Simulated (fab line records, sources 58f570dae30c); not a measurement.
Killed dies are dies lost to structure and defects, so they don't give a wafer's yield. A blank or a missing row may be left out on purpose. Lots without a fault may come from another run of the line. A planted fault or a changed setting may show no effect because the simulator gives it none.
Chamber matching | flow berkeley_cmos170 | UCB170_GATE_ETCH_15 on rie_si-02: 4 sister chambers
The step etches poly-Si in HBr/Cl2, stops on SiO2, time 56.3 s, target depth 278.2 nm. 8 wafers are shown with their chamber, then 8 later ones without.

WAFERS WITH THEIR CHAMBER
wafer  | chamber | throttle_valve_pct (%) | drypump_motor_current_A (A)
L704.2 | 0       | 26.25                  | 5.4
L705.2 | 0       | 26.25                  | 5.4
L707.3 | 3       | 26.43                  | 5.4
L707.4 | 2       | 26.57                  | 5.8
L709.3 | 1       | 26.11                  | 6.6
L709.5 | 2       | 26.59                  | 5.7
L709.6 | 3       | 26.45                  | 5.4
L713.1 | 1       | 26.13                  | 6.6

WAFERS WITHOUT THEIR CHAMBER
wafer  | throttle_valve_pct (%) | drypump_motor_current_A (A)
L713.3 | 26.43                  | 5.4
L713.4 | 26.59                  | 5.7
L714.1 | 26.43                  | 5.4
L714.5 | 26.43                  | 5.4
L714.6 | 26.26                  | 5.4
L715.1 | 26.11                  | 6.6
L715.2 | 26.25                  | 5.4
L715.4 | 26.44                  | 5.4

WHICH CHAMBER EACH WENT THROUGH
wafer  | from the rows above | in truth
L713.3 | 3                   | 3
L713.4 | 2                   | 2
L714.1 | 3                   | 3
L714.5 | 3                   | 3
L714.6 | 0                   | 0
L715.1 | 1                   | 1
L715.2 | 0                   | 0
L715.4 | 3                   | 3
Placed correctly: 8 of 8. Can't be placed from these rows: 0. Placed wrongly: 0.
How it was worked out, from the rows above alone: a wafer's distance from a chamber is the root of the sum, over the readings, of the square of ((its reading less the chamber's mean) divided by the reading's scatter). The wafer belongs to the nearest chamber; if the next one is less than 2 further off, it can't be placed. A chamber's mean is the mean of its shown wafers. The scatter: the root of (the sum of the squares of (reading less its chamber's mean) over the shown wafers, divided by (wafers less chambers)).
